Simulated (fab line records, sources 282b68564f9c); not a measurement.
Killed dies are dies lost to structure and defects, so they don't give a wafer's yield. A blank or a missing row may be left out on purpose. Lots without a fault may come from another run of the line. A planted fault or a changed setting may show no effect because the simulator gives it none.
fab line records | flow rit_cmos
record lots=6 wafers=18 last_day=7
route steps=202 shown NWELL@36 PWELL@39 M1@202
lots that met no fault: from a run of the same line without faults
start_h: hours from the record's first day to the start of the lot's first wafer shown | wait_h: hours since the lot's step before | " the same as in the row above | L1.1+2: a row that stands for several wafers | - no value, or no start given | * or withheld: withheld | < > ~ a bound
route shown NAME@n: a module of which the file shows steps, and the number in the route of the first | usual: mean/standard deviation of fault-free wafers | same: alike in all rows | chamber/n: place in a boat | sites: the reading at each site | _std_site: their standard deviation | _edge_site: outer sites' mean less inner sites' | radius_mm: how far each site lies from the wafer's centre | mask NAME#n: copy n | behind: the tool/chamber that last shaped the wafer | hold: why the lot was held/for how many hours/how that ended | device: the transistor (n, p or np) that didn't switch | end of line: the same wafers' tests at the end of the route | a step without rows: its recipe alone | killed: dies lost to structure and defects at the first sort, not the wafer's yield | map: a wafer's dies, x killed, . not, _ none there
set.NAME: the setting as run; set.NAME@STEP: as run at that earlier step | model.NAME: the simulator's own value behind a step, which no gauge read
lots at some steps of the route; a table a step, a row a wafer
services: from which hour (start_h, from the record's first day; less than 0 if before it) a tool's chamber was out of use, for how many hours, and why
## steps
# step RIT_NWELL_IMPLANT_08
# recipe species=P energy_kev=170 dose_cm2=5e+13 tilt_deg=7
# step RIT_NWELL_STRIP_09
# recipe chemistry=O2 time_s=180 resist=NOVOLAK platen_temp_c=withheld power_w=500 pressure_mtorr=4000 o2_flow_sccm=4000
# usual drypump_motor_current_A=5.6/0.39 o2_flow_sccm=4000/12
# columns lot.wafer tool chamber start_h wait_h drypump_motor_current_A o2_flow_sccm rf_hours_counter_h
L763.1 plasma_asher-02 0 41.78 0.1 6.1 4010 36
L763.4 " 1 " " 5.3 4009 -
L763.6 " 0 " " 6.1 3999 -
L764.2 plasma_asher-02 0 45.38 0.1 6.1 4003 37
L764.3 " 1 " " 5.2 3993 -
L764.5 " 1 " " 5.3 3980 -
L773.1 plasma_asher-02 1 88.59 0.1 5.3 3995 42
L773.3 " 0 " " 6.1 3983 -
L773.6 " 1 " " 5.3 4013 -
L777.2 plasma_asher-02 0 108.57 0.1 6.1 3980 44
L777.3 " 1 " " 5.2 3991 -
L777.5 " 0 " " 6.1 3997 -
L779.4 plasma_asher-04 1 122.98 0.1 5.0 4016 -
L779.5 " 1 " " 5.0 4026 -
L779.6 " 0 " " 5.9 4014 -
L781.1 plasma_asher-04 1 129.75 0.1 5.0 4015 1
L781.3 " 1 " " 5.0 3999 -
L781.4 " 0 " " 5.9 4012 -
# step RIT_NWELL_TW_MEAS_10
# usual NWELL_TW=2150/9.9
# columns lot.wafer tool chamber start_h wait_h NWELL_TW
L763.1 film_metro-03 - 41.95 0.1 2156
L763.4 " - " " 2151
L763.6 " - " " 2152
L764.2 film_metro-03 - 45.56 0.1 2155
L764.3 " - " " 2152
L764.5 " - " " 2156
L773.1 film_metro-03 - 88.77 0.1 2150
L773.3 " - " " 2140
L773.6 " - " " 2143
L777.2 film_metro-02 - 108.75 0.1 2155
L777.3 " - " " 2153
L777.5 " - " " 2145
L779.4 film_metro-02 - 123.13 0.1 2134
L779.5 " - " " 2121
L779.6 " - " " 2139
L781.1 film_metro-02 - 129.93 0.1 2146
L781.3 " - " " 2144
L781.4 " - " " 2145
# step RIT_PWELL_HMDS_00
# recipe prime_time_s=60 prime_temp_c=140
# step RIT_PWELL_COAT_01
# recipe resist=NOVOLAK spin_rpm=2000 resist_thk_nm=1300
# step RIT_PWELL_SOFTBAKE_02
# recipe resist=NOVOLAK temp_c=90 time_s=60
# step RIT_PWELL_EXPOSE_03
# recipe mask_id=M3 na=0.57 target_cd_nm=43700 dose_mj=250
# step RIT_PWELL_PEB_04
# recipe resist=NOVOLAK temp_c=withheld time_s=withheld
# step RIT_PWELL_DEVELOP_05
# recipe resist=NOVOLAK develop_time_s=68 dev_temp_c=23
# step RIT_PWELL_OVL_MEAS_06
# usual PWELL_OVL=0.5/1.3
# columns lot.wafer tool chamber start_h wait_h PWELL_OVL[nm]
L763.1 overlay-01 - 43.18 - 0.9
L763.4 " - " " -0.4
L763.6 " - " " 3.0
L764.2 overlay-01 - 46.82 - 1.7
L764.3 " - " " 2.2
L764.5 " - " " 0.5
L773.1 overlay-02 - 89.71 - 0.3
L773.3 " - " " 0.2
L773.6 " - " " -1.2
L777.2 overlay-01 - 109.81 - 1.4
L777.3 " - " " 1.3
L777.5 " - " " 1.5
L779.4 overlay-02 - 124.18 - 2.0
L779.5 " - " " 2.0
L779.6 " - " " 0.2
L781.1 overlay-02 - 130.87 - -0.9
L781.3 " - " " 1.1
L781.4 " - " " -0.4
# step RIT_PWELL_HARDBAKE_07
# recipe resist=NOVOLAK temp_c=140 time_s=120
# step RIT_PWELL_IMPLANT_08
# recipe species=B energy_kev=170 dose_cm2=7e+13 tilt_deg=7
# step RIT_PWELL_STRIP_09
# recipe chemistry=O2 time_s=180 resist=NOVOLAK platen_temp_c=withheld power_w=500 pressure_mtorr=4000 o2_flow_sccm=4000
# usual drypump_motor_current_A=6.0/0.46 o2_flow_sccm=4000/11
# columns lot.wafer tool chamber start_h wait_h drypump_motor_current_A o2_flow_sccm rf_hours_counter_h
L763.1 plasma_asher-01 1 43.62 0.1 5.6 4013 23
L763.4 " 0 " " 5.4 4020 -
L763.6 " 0 " " 5.4 3990 -
L764.2 plasma_asher-03 0 47.25 0.1 6.4 4007 39
L764.3 " 0 " " 6.4 3989 -
L764.5 " 1 " " 6.4 3985 -
L773.1 plasma_asher-01 1 90.15 0.1 5.6 6019 28
L773.3 " 0 " " 5.4 3991 -
L773.6 " 1 " " 5.6 6003 -
L777.2 plasma_asher-03 0 110.24 0.1 6.4 4016 47
L777.3 " 1 " " 6.4 3998 -
L777.5 " 1 " " 6.4 3978 -
L779.4 plasma_asher-01 1 124.66 0.1 5.5 5999 -
L779.5 " 1 " " 5.6 6003 -
L779.6 " 0 " " 5.4 3997 -
L781.1 plasma_asher-02 0 131.30 0.1 6.1 4013 47
L781.3 " 1 " " 5.3 4009 -
L781.4 " 0 " " 6.1 4027 -
# step RIT_PWELL_TW_MEAS_10
# usual PWELL_TW=956/4.7
# columns lot.wafer tool chamber start_h wait_h PWELL_TW
L763.1 film_metro-01 - 43.79 0.1 952
L763.4 " - " " 959
L763.6 " - " " 958
L764.2 film_metro-03 - 47.43 0.1 958
L764.3 " - " " 960
L764.5 " - " " 952
L773.1 film_metro-03 - 90.32 0.1 952
L773.3 " - " " 948
L773.6 " - " " 948
L777.2 film_metro-01 - 110.43 0.1 951
L777.3 " - " " 956
L777.5 " - " " 957
L779.4 film_metro-01 - 124.81 0.1 963
L779.5 " - " " 962
L779.6 " - " " 960
L781.1 film_metro-03 - 131.48 0.1 955
L781.3 " - " " 955
L781.4 " - " " 965
# step RIT_M1_PROBE_99
# usual killed_at_contacts=0.1/0.27 killed_at_front_end=6.5/2.8 killed_dies=6.6/2.8 killed_on_rim=1.7/1.3 killed_open=3.5/2 killed_short=3.2/1.8
# same gross_dies=264 killed_at_M0_to_M3=0 killed_at_M4_up=0 killed_at_back_side=0 killed_at_other=0
# columns lot.wafer tool chamber start_h wait_h killed_at_contacts killed_at_front_end killed_dies killed_on_rim killed_open killed_short
L763.1 prober-02 - 84.71 0.1 0 11 11 1 3 8
L763.4 prober-02 - 84.86 0.2 0 8 8 1 2 6
L763.6 prober-02 - 84.96 0.2 0 8 8 2 2 6
L764.2 prober-02 - 86.26 0.1 0 7 7 1 5 2
L764.3 prober-02 - 86.31 0.2 1 4 5 1 3 2
L764.5 prober-02 - 86.41 0.2 0 4 4 2 2 2
L773.1 prober-01 - 128.38 0.1 0 4 4 2 0 4
L773.3 prober-01 - 128.48 0.2 0 5 5 0 3 2
L773.6 prober-01 - 128.63 0.2 0 5 5 1 4 1
L777.2 prober-02 - 152.38 0.1 0 5 5 2 2 3
L777.3 prober-02 - 152.43 0.2 0 4 4 1 3 1
L777.5 prober-02 - 152.53 0.2 0 11 11 4 5 6
L779.4 prober-02 - 161.61 0.2 0 6 6 1 5 1
L779.5 prober-02 - 161.66 0.2 0 4 4 2 2 2
L779.6 prober-02 - 161.71 0.2 1 6 7 0 2 5
L781.1 prober-02 - 169.94 0.1 0 13 13 1 7 6
L781.3 prober-02 - 170.04 0.2 0 8 8 3 5 3
L781.4 prober-02 - 170.09 0.2 0 11 11 2 7 4
# killed by level:class
L763.1 SPACER:geometric_particle:short=3 GATE:geometric_particle:short=2 REOX:geometric_particle:open=2 FOX1:geometric_particle:short=1 FOX2:geometric_particle:short=1 REOX:geometric_particle:short=1 SPACER:geometric_particle:open=1
L763.4 SPACER:geometric_particle:short=3 FOX1:geometric_particle:short=1 FOX1:geometric_particle:open=1 REOX:geometric_particle:short=1 SPACER:geometric_particle:open=1 SILICIDE:geometric_particle:short=1
L763.6 FOX1:geometric_particle:short=2 SILICIDE:geometric_particle:short=2 GATE:geometric_particle:short=1 REOX:geometric_particle:short=1 SPACER:geometric_particle:open=1 SILICIDE:geometric_particle:open=1
L764.2 SPACER:geometric_particle:open=3 GATE:geometric_particle:short=2 GATE:geometric_particle:open=1 SILICIDE:geometric_particle:open=1
L764.3 GATE:geometric_particle:short=1 REOX:geometric_particle:open=1 SPACER:geometric_particle:short=1 SILICIDE:geometric_particle:open=1 CONTACT:geometric_particle:open=1
L764.5 SILICIDE:geometric_particle:short=2 REOX:geometric_particle:open=1 SPACER:geometric_particle:open=1
L773.1 FOX1:geometric_particle:short=2 GATE:geometric_particle:short=1 SPACER:geometric_particle:short=1
L773.3 GATE:geometric_particle:short=2 GATE:geometric_particle:open=2 SPACER:geometric_particle:open=1
L773.6 GATE:geometric_particle:open=3 FOX1:geometric_particle:short=1 SPACER:geometric_particle:open=1
L777.2 GATE:geometric_particle:short=2 REOX:geometric_particle:open=2 REOX:geometric_particle:short=1
L777.3 GATE:geometric_particle:open=2 FOX1:geometric_particle:short=1 SPACER:geometric_particle:open=1
L777.5 REOX:geometric_particle:short=3 GATE:geometric_particle:open=2 SILICIDE:geometric_particle:short=2 ACTIVE:geometric_particle:open=1 FOX1:geometric_particle:open=1 FOX2:geometric_particle:open=1 GATE:geometric_particle:short=1
L779.4 GATE:geometric_particle:open=3 GATE:geometric_particle:short=1 REOX:geometric_particle:open=1 SILICIDE:geometric_particle:open=1
L779.5 GATE:geometric_particle:short=2 GATE:geometric_particle:open=1 SILICIDE:geometric_particle:open=1
L779.6 GATE:geometric_particle:short=4 GATE:geometric_particle:open=1 REOX:geometric_particle:short=1 CONTACT:geometric_particle:open=1
L781.1 FOX2:geometric_particle:open=3 FOX1:geometric_particle:short=2 GATE:geometric_particle:short=2 REOX:geometric_particle:short=2 SPACER:geometric_particle:open=2 GATE:geometric_particle:open=1 REOX:geometric_particle:open=1
L781.3 SPACER:geometric_particle:open=4 ACTIVE:geometric_particle:short=1 FOX1:geometric_particle:short=1 FOX1:geometric_particle:open=1 GATE:geometric_particle:short=1
L781.4 FOX1:geometric_particle:open=3 FOX1:geometric_particle:short=2 REOX:geometric_particle:short=2 SPACER:geometric_particle:open=2 FOX2:geometric_particle:open=1 GATE:geometric_particle:open=1
## services
# columns tool chamber start_h hours kind
plasma_asher-03 - 19.74 2.1 repair
plasma_asher-01 - 34.36 1.2 repair
plasma_asher-02 - 105.30 1.3 repair
plasma_asher-04 - 108.75 9.0 pm
plasma_asher-04 0 108.75 9.0 vent_cycle
plasma_asher-04 1 108.75 9.0 vent_cycle
plasma_asher-04 0 117.75 - clean
plasma_asher-04 1 117.75 - clean
## key
first_sign step=RIT_PWELL_STRIP_09 reading=o2_flow_sccm direction=up sigmas=99+ usual=4000 struck=6006
effect none on later readings
met_at RIT_PWELL_STRIP_09
struck_wafers L773.1,L773.6,L779.4,L779.5
tester_left_out L773,L779
onset_between 43.62 90.15
fault kind=process_parameter_drift tool=plasma_asher-01 chamber=1 onset_h=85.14 steps=RIT_PWELL_STRIP_09 channel=o2_flow_sccm offset=2000 shape=step end_h=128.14 acts_in=these_recipes_only stated=4000
# tester_left_out: of these lots the tester's yield and bins aren't shown, on N5 and GAA mostly nor the transistor test; their killed dies are dies lost to structure and defects alone, not to doping, threshold or leakage, so they don't give the yield
